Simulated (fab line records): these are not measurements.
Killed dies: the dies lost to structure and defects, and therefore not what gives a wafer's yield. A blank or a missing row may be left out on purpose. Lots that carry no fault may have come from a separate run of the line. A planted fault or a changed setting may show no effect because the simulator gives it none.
Commonality check across tools / flow berkeley-cmos170 / 48 wafers sampled across 14 lots

## WHAT PROMPTED THE OPENING
At UCB170_SDANNEAL_RS_MEAS_02 the reading PSD_RS is flagged on 2 of 14 lots. Fault-free wafers read 75.5 ohm/sq, with a standard deviation of 0.33.
Rule: a lot gets a flag if all its wafers with a number sit over 4 standard deviations from that mean, or if no wafer of it has a number. The rest of the lots are taken to be sound.

lot=L838; measured=day 8 22:44; on=film-metro-04; PSD_RS (ohm/sq), wafer by wafer=75.2 75.6 75.6; flag=
lot=L839; measured=day 8 22:52; on=film-metro-03; PSD_RS (ohm/sq), wafer by wafer=75.2 75.2 75.5; flag=
lot=L840; measured=day 9 15:36; on=film-metro-04; PSD_RS (ohm/sq), wafer by wafer=75.9 75.6 75.8; flag=
lot=L845; measured=day 10 09:02; on=film-metro-04; PSD_RS (ohm/sq), wafer by wafer=75.5 75.3 75.7; flag=
lot=L841; measured=day 10 09:16; on=film-metro-01; PSD_RS (ohm/sq), wafer by wafer=74.9 75.2 75.3; flag=
lot=L844; measured=day 10 09:25; on=film-metro-03; PSD_RS (ohm/sq), wafer by wafer=75.3 75.0 75.4; flag=
lot=L843; measured=day 10 09:44; on=film-metro-04; PSD_RS (ohm/sq), wafer by wafer=75.8 76.0 76.2; flag=
lot=L851; measured=day 11 09:24; on=film-metro-04; PSD_RS (ohm/sq), wafer by wafer=75.7 75.6 75.8; flag=
lot=L849; measured=day 11 10:08; on=film-metro-03; PSD_RS (ohm/sq), wafer by wafer=83.6 83.6 83.3 83.6 83.6 83.6; flag=FLAGGED
lot=L848; measured=day 11 10:27; on=film-metro-01; PSD_RS (ohm/sq), wafer by wafer=83.9 83.7 83.7 83.9 83.7 83.8; flag=FLAGGED
lot=L853; measured=day 11 19:36; on=film-metro-03; PSD_RS (ohm/sq), wafer by wafer=75.6 75.5 75.4; flag=
lot=L858; measured=day 12 16:15; on=film-metro-04; PSD_RS (ohm/sq), wafer by wafer=75.6 75.9 75.8; flag=
lot=L857; measured=day 12 16:43; on=film-metro-04; PSD_RS (ohm/sq), wafer by wafer=75.3 75.6 75.5; flag=
lot=L859; measured=day 13 11:50; on=film-metro-03; PSD_RS (ohm/sq), wafer by wafer=75.5 75.7 75.2; flag=
The numbers of the flagged lots are 83.7 ohm/sq on average: +8.2 ohm/sq against the usual, or +25 standard deviations.

## TOOL THAT RAN EACH LOT
The record holds 1 process step before the reading, out of a route of 331 steps. Every cell lists first the tool, next ch and the chambers used by the sampled wafers, and last the start.
lot=L838; flag=; UCB170_SDANNEAL_RTA_01=rtp-anneal-01 ch 0, day 8 22:40
lot=L839; flag=; UCB170_SDANNEAL_RTA_01=rtp-anneal-01 ch 0, day 8 22:48
lot=L840; flag=; UCB170_SDANNEAL_RTA_01=rtp-anneal-02 ch 0, day 9 15:32
lot=L845; flag=; UCB170_SDANNEAL_RTA_01=rtp-anneal-02 ch 0, day 10 08:58
lot=L841; flag=; UCB170_SDANNEAL_RTA_01=rtp-anneal-01 ch 0, day 10 09:08
lot=L844; flag=; UCB170_SDANNEAL_RTA_01=rtp-anneal-02 ch 0, day 10 09:20
lot=L843; flag=; UCB170_SDANNEAL_RTA_01=rtp-anneal-02 ch 0, day 10 09:34
lot=L851; flag=; UCB170_SDANNEAL_RTA_01=rtp-anneal-02 ch 0, day 11 09:20
lot=L849; flag=FLAGGED; UCB170_SDANNEAL_RTA_01=rtp-anneal-02 ch 0, day 11 10:04
lot=L848; flag=FLAGGED; UCB170_SDANNEAL_RTA_01=rtp-anneal-02 ch 0, day 11 10:23
lot=L853; flag=; UCB170_SDANNEAL_RTA_01=rtp-anneal-01 ch 0, day 11 19:32
lot=L858; flag=; UCB170_SDANNEAL_RTA_01=rtp-anneal-01 ch 0, day 12 16:11
lot=L857; flag=; UCB170_SDANNEAL_RTA_01=rtp-anneal-01 ch 0, day 12 16:31
lot=L859; flag=; UCB170_SDANNEAL_RTA_01=rtp-anneal-01 ch 0, day 13 11:46
What is done by these steps:
- UCB170_SDANNEAL_RTA_01: time 5 s.
- UCB170_SDANNEAL_RS_MEAS_02: measures by four-point-probe.

## FLAGGED AGAINST TOTAL, ONE TOOL AT A TIME (gauges that did the reading follow at the end)
step=UCB170_SDANNEAL_RTA_01; tool=rtp-anneal-01; lots run=7; flagged=0; share of the flagged lots=none; sound lots run after its first flagged lot=-
step=UCB170_SDANNEAL_RTA_01; tool=rtp-anneal-02; lots run=7; flagged=2; share of the flagged lots=all; sound lots run after its first flagged lot=0
step=UCB170_SDANNEAL_RS_MEAS_02; tool=film-metro-01; lots run=2; flagged=1; share of the flagged lots=some; sound lots run after its first flagged lot=0
step=UCB170_SDANNEAL_RS_MEAS_02; tool=film-metro-03; lots run=5; flagged=1; share of the flagged lots=some; sound lots run after its first flagged lot=2 (L853,L859)
step=UCB170_SDANNEAL_RS_MEAS_02; tool=film-metro-04; lots run=7; flagged=0; share of the flagged lots=none; sound lots run after its first flagged lot=-

## WHAT IS ALLOWED BY THE TABLE
All flagged lots share 1 row of the table, namely rtp-anneal-02 at UCB170_SDANNEAL_RTA_01.
- rtp-anneal-02 at UCB170_SDANNEAL_RTA_01 ran 7 lots, 2 of them flagged. Last sound lot L851 at day 11 09:20, first flagged lot L849 at day 11 10:04; a fault beginning in between fits.
rtp-anneal-02 at UCB170_SDANNEAL_RTA_01 is the single tool remaining.

## WHAT THE SIMULATOR PUT IN
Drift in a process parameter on rtp-anneal-02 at UCB170_SDANNEAL_RTA_01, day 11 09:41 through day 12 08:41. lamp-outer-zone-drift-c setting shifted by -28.
Lots struck among those shown: L849, L848. Same finding as the rule above.
